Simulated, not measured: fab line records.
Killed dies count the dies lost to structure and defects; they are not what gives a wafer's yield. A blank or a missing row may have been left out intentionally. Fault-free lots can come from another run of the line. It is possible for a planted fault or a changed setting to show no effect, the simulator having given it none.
Which tool is to blame? / flow rit cmos / 42 wafers from 14 lots sampled at 6 of the route's 202 steps

== WHAT THE GAUGES SHOWED, per wafer ==
RIT_ACTIVE_BOW_MEAS_00. Usual: INCOMING_BOW gives 1 um (standard deviation 7.1).
lot=L581; measured=day 1 10:01; on=film metro-02; INCOMING_BOW (um)=7 -10 13; flag=
lot=L582; measured=day 1 15:01; on=film metro-04; INCOMING_BOW (um)=-2 7 -3; flag=
lot=L583; measured=day 1 20:00; on=film metro-02; INCOMING_BOW (um)=-3 4 3; flag=
lot=L584; measured=day 2 01:01; on=film metro-02; INCOMING_BOW (um)=2 3 1; flag=
lot=L585; measured=day 2 06:01; on=film metro-04; INCOMING_BOW (um)=-15 -3 4; flag=
lot=L586; measured=day 2 11:02; on=film metro-04; INCOMING_BOW (um)=2 3 6; flag=
lot=L588; measured=day 2 21:01; on=film metro-04; INCOMING_BOW (um)=-10 5 -4; flag=
lot=L589; measured=day 3 02:00; on=film metro-02; INCOMING_BOW (um)=3 9 3; flag=
lot=L590; measured=day 3 07:04; on=film metro-02; INCOMING_BOW (um)=-2 -11 -2; flag=
lot=L591; measured=day 3 12:02; on=film metro-02; INCOMING_BOW (um)=5 -6 20; flag=
lot=L595; measured=day 4 08:02; on=film metro-02; INCOMING_BOW (um)=-10 -8 -8; flag=
lot=L598; measured=day 4 23:00; on=film metro-02; INCOMING_BOW (um)=11 3 -1; flag=
lot=L600; measured=day 5 09:00; on=film metro-02; INCOMING_BOW (um)=-4 15 2; flag=
lot=L603; measured=day 6 00:00; on=film metro-03; INCOMING_BOW (um)=4 5 10; flag=

RIT_ACTIVE_THK_MEAS_04. Usual: ACTIVE_NITRIDE_THK gives 149.9 nm (standard deviation 1.5).
lot=L581; measured=day 1 13:50; on=film metro-02; ACTIVE_NITRIDE_THK (nm)=151.7 152.5 151.8; flag=
lot=L582; measured=day 1 19:20; on=film metro-04; ACTIVE_NITRIDE_THK (nm)=148.4 147.8 148.1; flag=
lot=L583; measured=day 2 00:20; on=film metro-04; ACTIVE_NITRIDE_THK (nm)=148.8 150.4 149.8; flag=
lot=L584; measured=day 2 05:15; on=film metro-04; ACTIVE_NITRIDE_THK (nm)=148.5 149.6 148.1; flag=
lot=L585; measured=day 2 10:16; on=film metro-04; ACTIVE_NITRIDE_THK (nm)=150.4 150.4 151.3; flag=
lot=L586; measured=day 2 15:32; on=film metro-04; ACTIVE_NITRIDE_THK (nm)=148.6 148.5 148.7; flag=
lot=L588; measured=day 3 03:02; on=film metro-04; ACTIVE_NITRIDE_THK (nm)=149.4 149.4 149.2; flag=
lot=L589; measured=day 3 07:16; on=film metro-04; ACTIVE_NITRIDE_THK (nm)=147.0 148.6 148.2; flag=
lot=L590; measured=day 3 11:16; on=film metro-02; ACTIVE_NITRIDE_THK (nm)=254.1 253.9 253.0; flag=OFF
lot=L591; measured=day 3 15:40; on=film metro-02; ACTIVE_NITRIDE_THK (nm)=149.3 149.1 150.2; flag=
lot=L595; measured=day 4 12:36; on=film metro-03; ACTIVE_NITRIDE_THK (nm)=252.2 254.2 251.7; flag=OFF
lot=L598; measured=day 5 02:32; on=film metro-02; ACTIVE_NITRIDE_THK (nm)=151.1 149.9 151.0; flag=
lot=L600; measured=day 5 12:32; on=film metro-03; ACTIVE_NITRIDE_THK (nm)=146.9 147.6 147.6; flag=
lot=L603; measured=day 6 04:14; on=film metro-04; ACTIVE_NITRIDE_THK (nm)=151.2 150.5 151.7; flag=

RIT_FOX1_THK_MEAS_01. Usual: FOX1_OXIDE_THK gives 350 nm (standard deviation 5.9).
lot=L581; measured=day 1 18:28; on=film metro-02; FOX1_OXIDE_THK (nm)=354 357 356; flag=
lot=L582; measured=day 1 22:50; on=film metro-02; FOX1_OXIDE_THK (nm)=350 351 352; flag=
lot=L583; measured=day 2 03:58; on=film metro-01; FOX1_OXIDE_THK (nm)=355 356 359; flag=
lot=L584; measured=day 2 09:31; on=film metro-02; FOX1_OXIDE_THK (nm)=347 345 347; flag=
lot=L585; measured=day 2 13:40; on=film metro-02; FOX1_OXIDE_THK (nm)=357 358 361; flag=
lot=L586; measured=day 2 18:50; on=film metro-02; FOX1_OXIDE_THK (nm)=347 352 355; flag=
lot=L588; measured=day 3 07:25; on=film metro-01; FOX1_OXIDE_THK (nm)=347 346 347; flag=
lot=L589; measured=day 3 11:19; on=film metro-01; FOX1_OXIDE_THK (nm)=333 342 344; flag=
lot=L591; measured=day 3 19:14; on=film metro-03; FOX1_OXIDE_THK (nm)=349 345 345; flag=
lot=L598; measured=day 5 06:47; on=film metro-02; FOX1_OXIDE_THK (nm)=358 356 351; flag=
lot=L600; measured=day 5 16:15; on=film metro-01; FOX1_OXIDE_THK (nm)=350 353 353; flag=
lot=L603; measured=day 6 08:40; on=film metro-01; FOX1_OXIDE_THK (nm)=347 339 343; flag=

RIT_PWELL_TW_MEAS_10. Usual: PWELL_TW gives 944 (standard deviation 8.2).
lot=L581; measured=day 2 00:08; on=film metro-01; PWELL_TW=946 949 946; flag=
lot=L582; measured=day 2 04:32; on=film metro-01; PWELL_TW=949 951 950; flag=
lot=L583; measured=day 2 09:28; on=film metro-01; PWELL_TW=949 948 949; flag=
lot=L584; measured=day 2 16:12; on=film metro-01; PWELL_TW=950 950 947; flag=
lot=L585; measured=day 2 19:23; on=film metro-01; PWELL_TW=946 943 949; flag=
lot=L586; measured=day 3 00:33; on=film metro-02; PWELL_TW=937 934 931; flag=
lot=L588; measured=day 3 13:22; on=film metro-01; PWELL_TW=950 947 951; flag=
lot=L589; measured=day 3 16:55; on=film metro-02; PWELL_TW=936 936 936; flag=
lot=L591; measured=day 4 00:59; on=film metro-02; PWELL_TW=928 928 931; flag=
lot=L598; measured=day 5 12:38; on=film metro-01; PWELL_TW=950 949 946; flag=
lot=L600; measured=day 5 21:58; on=film metro-02; PWELL_TW=928 933 929; flag=
lot=L603; measured=day 6 14:37; on=film metro-02; PWELL_TW=942 939 938; flag=

== TOOL THAT RAN EACH LOT (tool first, then ch and the chambers of the sampled wafers, then the start) ==
lot=L581; RIT_ACTIVE_CVD_03=lpcvd-01 ch 1, day 1 12:24; RIT_ACTIVE_ETCH_13=rie diel-04 ch 0,2,3, day 1 15:07
lot=L582; RIT_ACTIVE_CVD_03=lpcvd-02 ch 1, day 1 17:13; RIT_ACTIVE_ETCH_13=rie diel-01 ch 0,1,2, day 1 20:31
lot=L583; RIT_ACTIVE_CVD_03=lpcvd-02 ch 1, day 1 22:13; RIT_ACTIVE_ETCH_13=rie diel-04 ch 0,1,2, day 2 01:31
lot=L584; RIT_ACTIVE_CVD_03=lpcvd-02 ch 0, day 2 03:07; RIT_ACTIVE_ETCH_13=rie diel-03 ch 0,1,3, day 2 06:28
lot=L585; RIT_ACTIVE_CVD_03=lpcvd-01 ch 1, day 2 08:07; RIT_ACTIVE_ETCH_13=rie diel-03 ch 1,3, day 2 11:33
lot=L586; RIT_ACTIVE_CVD_03=lpcvd-02 ch 0, day 2 14:06; RIT_ACTIVE_ETCH_13=rie diel-01 ch 0,1,3, day 2 16:42
lot=L588; RIT_ACTIVE_CVD_03=lpcvd-02 ch 0, day 3 00:54; RIT_ACTIVE_ETCH_13=rie diel-01 ch 0,1, day 3 04:28
lot=L589; RIT_ACTIVE_CVD_03=lpcvd-01 ch 0, day 3 05:09; RIT_ACTIVE_ETCH_13=rie diel-03 ch 0,1, day 3 08:35
lot=L590; RIT_ACTIVE_CVD_03=lpcvd-02 ch 0, day 3 09:07; RIT_ACTIVE_ETCH_13=rie diel-03 ch 0,1,3, day 3 12:44
lot=L591; RIT_ACTIVE_CVD_03=lpcvd-01 ch 0, day 3 14:14; RIT_ACTIVE_ETCH_13=rie diel-01 ch 2,3, day 3 16:50
lot=L595; RIT_ACTIVE_CVD_03=lpcvd-02 ch 0, day 4 11:10; RIT_ACTIVE_ETCH_13=rie diel-03 ch 0,2,3, day 4 13:46
lot=L598; RIT_ACTIVE_CVD_03=lpcvd-01 ch 0, day 5 01:07; RIT_ACTIVE_ETCH_13=rie diel-04 ch 0,2, day 5 03:43
lot=L600; RIT_ACTIVE_CVD_03=lpcvd-01 ch 0, day 5 11:07; RIT_ACTIVE_ETCH_13=rie diel-01 ch 1,2, day 5 13:43
lot=L603; RIT_ACTIVE_CVD_03=lpcvd-01 ch 1, day 6 02:07; RIT_ACTIVE_ETCH_13=rie diel-03 ch 0,2,3, day 6 05:25
- RIT_ACTIVE_CVD_03: deposits Si3N4 from SiH2Cl2/NH3, target thk 150 nm, time 1500 s.
- RIT_ACTIVE_ETCH_13: etches Si3N4 in SF6, stops on SiO2, time 210 s, target depth 210 nm.

== WHAT THE TOOLS THEMSELVES READ (means of the sampled wafers that have a number; where no wafer has one, the mark that the record gives instead) ==
RIT_ACTIVE_CVD_03. Usual: spike tc centre C 813.6 C, standard deviation 1.3; spike tc load C 836.1 C, standard deviation 1.7; spike tc source C 830 C, standard deviation 3.8; susceptor temp C 810.1 C, standard deviation 0.37.
lot=L581; tool=lpcvd-01; spike tc centre C (C)=815.5; spike tc load C (C)=834.4; spike tc source C (C)=838; susceptor temp C (C)=810.5; flag=
lot=L582; tool=lpcvd-02; spike tc centre C (C)=814.4; spike tc load C (C)=837.1; spike tc source C (C)=829; susceptor temp C (C)=809.8; flag=
lot=L583; tool=lpcvd-02; spike tc centre C (C)=814.6; spike tc load C (C)=837.2; spike tc source C (C)=828; susceptor temp C (C)=810.4; flag=
lot=L584; tool=lpcvd-02; spike tc centre C (C)=812.4; spike tc load C (C)=835.7; spike tc source C (C)=829; susceptor temp C (C)=810.4; flag=
lot=L585; tool=lpcvd-01; spike tc centre C (C)=813.7; spike tc load C (C)=834.5; spike tc source C (C)=839; susceptor temp C (C)=809.9; flag=
lot=L586; tool=lpcvd-02; spike tc centre C (C)=811.9; spike tc load C (C)=836.9; spike tc source C (C)=830; susceptor temp C (C)=810.1; flag=
lot=L588; tool=lpcvd-02; spike tc centre C (C)=811.8; spike tc load C (C)=836.8; spike tc source C (C)=830; susceptor temp C (C)=809.7; flag=
lot=L589; tool=lpcvd-01; spike tc centre C (C)=814.5; spike tc load C (C)=834.1; spike tc source C (C)=829; susceptor temp C (C)=809.6; flag=
lot=L590; tool=lpcvd-02; spike tc centre C (C)=850.1; spike tc load C (C)=873.6; spike tc source C (C)=868; susceptor temp C (C)=848.0; flag=OFF
lot=L591; tool=lpcvd-01; spike tc centre C (C)=814.1; spike tc load C (C)=833.4; spike tc source C (C)=829; susceptor temp C (C)=809.9; flag=
lot=L595; tool=lpcvd-02; spike tc centre C (C)=850.5; spike tc load C (C)=875.5; spike tc source C (C)=868; susceptor temp C (C)=848.0; flag=OFF
lot=L598; tool=lpcvd-01; spike tc centre C (C)=814.5; spike tc load C (C)=834.3; spike tc source C (C)=830; susceptor temp C (C)=809.9; flag=
lot=L600; tool=lpcvd-01; spike tc centre C (C)=813.9; spike tc load C (C)=834.8; spike tc source C (C)=830; susceptor temp C (C)=810.1; flag=
lot=L603; tool=lpcvd-01; spike tc centre C (C)=814.4; spike tc load C (C)=835.2; spike tc source C (C)=838; susceptor temp C (C)=810.5; flag=

RIT_ACTIVE_ETCH_13. Usual: drypump motor current A 5.8 A, standard deviation 0.34; oes product au 0.818 a.u., standard deviation 0.014; throttle valve pct 7.44 %, standard deviation 0.12.
lot=L581; tool=rie diel-04; drypump motor current A (A)=5.7; oes product au (a.u.)=0.823; throttle valve pct (%)=7.52; flag=
lot=L582; tool=rie diel-01; drypump motor current A (A)=5.9; oes product au (a.u.)=0.801; throttle valve pct (%)=7.50; flag=
lot=L583; tool=rie diel-04; drypump motor current A (A)=5.5; oes product au (a.u.)=0.810; throttle valve pct (%)=7.49; flag=
lot=L584; tool=rie diel-03; drypump motor current A (A)=5.7; oes product au (a.u.)=0.815; throttle valve pct (%)=7.37; flag=
lot=L585; tool=rie diel-03; drypump motor current A (A)=5.5; oes product au (a.u.)=0.822; throttle valve pct (%)=7.35; flag=
lot=L586; tool=rie diel-01; drypump motor current A (A)=5.7; oes product au (a.u.)=0.804; throttle valve pct (%)=7.53; flag=
lot=L588; tool=rie diel-01; drypump motor current A (A)=5.6; oes product au (a.u.)=0.803; throttle valve pct (%)=7.62; flag=
lot=L589; tool=rie diel-03; drypump motor current A (A)=5.8; oes product au (a.u.)=0.825; throttle valve pct (%)=7.35; flag=
lot=L590; tool=rie diel-03; drypump motor current A (A)=5.7; oes product au (a.u.)=0.992; throttle valve pct (%)=7.38; flag=OFF
lot=L591; tool=rie diel-01; drypump motor current A (A)=6.2; oes product au (a.u.)=0.819; throttle valve pct (%)=7.45; flag=
lot=L595; tool=rie diel-03; drypump motor current A (A)=6.0; oes product au (a.u.)=1.012; throttle valve pct (%)=7.37; flag=OFF
lot=L598; tool=rie diel-04; drypump motor current A (A)=5.6; oes product au (a.u.)=0.819; throttle valve pct (%)=7.55; flag=
lot=L600; tool=rie diel-01; drypump motor current A (A)=6.2; oes product au (a.u.)=0.806; throttle valve pct (%)=7.40; flag=
lot=L603; tool=rie diel-03; drypump motor current A (A)=6.0; oes product au (a.u.)=0.828; throttle valve pct (%)=7.37; flag=

== THE ANSWER, worked out from the rows above alone ==
Rule: a lot is off if the mean of its wafers that have a number lies more than 3 standard deviations from the usual mean. A lot without any number at a reading at which 4 lots or more have one is off too. Where the step has rows for the other lots, those lots are counted as sound. Order of review: gauges by route order, followed by the tools' own readings, for which a lot's mean as printed above is used. At the first step where some lot is off, the reading lying furthest off is the one used; lots without a number count as furthest.
Off: at RIT_ACTIVE_THK_MEAS_04 (ACTIVE_NITRIDE_THK), L590, L595.
If a tool, at a process step before that reading, ran all the lots that are off and no sound lot after the first of them, it fits. The gauges at RIT_ACTIVE_THK_MEAS_04 aren't tried: what is off there is off at RIT_ACTIVE_CVD_03 too, on other tools, and a gauge's error can't cause that. One fits: lpcvd-02 at RIT_ACTIVE_CVD_03. A fault onset in the window from L588 (day 3 00:54, its last sound lot) to L590 (day 3 09:07, its first lot off) fits.
The tool's own readings at RIT_ACTIVE_CVD_03 bear it out: on the lots that are off they differ by more than 5 times the standard deviation of the sound lots' means. spike tc centre C reads 850.3 C there against 813.8 C on the sound lots; spike tc load C reads 874.5 C there against 835.4 C on the sound lots; spike tc source C reads 868 C there against 832 C on the sound lots; susceptor temp C reads 848.0 C there against 810.1 C on the sound lots.

== WHAT WAS PUT IN BY THE SIMULATOR ==
lpcvd-02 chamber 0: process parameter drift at RIT_ACTIVE_CVD_03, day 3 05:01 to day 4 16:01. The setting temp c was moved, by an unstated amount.
Struck lots among those shown: L590, L595. The rule above found the same.
